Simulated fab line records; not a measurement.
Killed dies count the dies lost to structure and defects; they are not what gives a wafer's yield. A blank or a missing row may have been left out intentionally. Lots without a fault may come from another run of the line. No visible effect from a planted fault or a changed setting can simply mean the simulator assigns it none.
2 desks looking at one fault | flow berkeley-cmos170 | only its own numbers are on each desk; what lay behind them is given at the end

FROM THE METROLOGY DESK
What the gauges read for every lot (on any tool): the sampled wafers with a number, averaged. A lot is out of limits, marked OUT, if its mean lies more than 4 standard deviations from the usual mean; the brackets give that distance.
Columns: A = cd-nm at UCB170_M3_CD_MEAS_90, usual 699 nm
lot  | first seen here | A
L769 | day 9 17:44     | 702
L770 | day 9 19:03     | 697
L772 | day 10 09:41    | 700
L773 | day 10 13:16    | 696
L774 | day 10 16:22    | 705
L779 | day 11 19:11    | 711
L780 | day 11 23:12    | 694
L783 | day 12 12:41    | 702
L781 | day 12 15:40    | 706
L786 | day 12 18:24    | 694
L784 | day 12 22:32    | 697
L787 | day 13 01:36    | 697
L789 | day 14 09:35    | 701
L790 | day 14 11:11    | 699
This desk's finding: nothing out of limits on any of the 14 lots.

FOR THE TOOL OWNER'S DESK: rie-metal-02
The tool's own readings at UCB170_M3_METAL_ETCH_18 (etches Al in Cl2/BCl3, stops on SiO2, target depth 1170 nm, time 195 s): means of the sampled wafers that have a number, for each lot that ran on this tool. A lot is out of limits, marked OUT, if its mean lies more than 4 standard deviations from the usual mean; the brackets give that distance.
Columns: A = drypump-motor-current-A at UCB170_M3_METAL_ETCH_18, usual 5.6 A; B = oes-product-au at UCB170_M3_METAL_ETCH_18, usual 0.860 a.u.; C = rf-fwd-power-W at UCB170_M3_METAL_ETCH_18, usual 597.9 W; D = throttle-valve-pct at UCB170_M3_METAL_ETCH_18, usual 24.48 %
lot  | first seen here | A   | B     | C     | D
L769 | day 9 17:26     | 5.2 | 0.869 | 597.7 | 24.54
L773 | day 10 12:57    | 5.3 | 0.868 | 598.2 | 24.70
L779 | day 11 18:55    | 5.3 | 0.863 | 597.9 | 24.70
L781 | day 12 15:24    | 5.2 | 0.863 | 598.6 | 24.71
This desk's finding: nothing out of limits on any of the 4 lots.

TAKEN TOGETHER
Nothing out of limits was seen by the metrology desk.
Nothing out of limits was seen by the tool owner's desk.

WHAT HAD BEEN PUT IN BY THE SIMULATOR
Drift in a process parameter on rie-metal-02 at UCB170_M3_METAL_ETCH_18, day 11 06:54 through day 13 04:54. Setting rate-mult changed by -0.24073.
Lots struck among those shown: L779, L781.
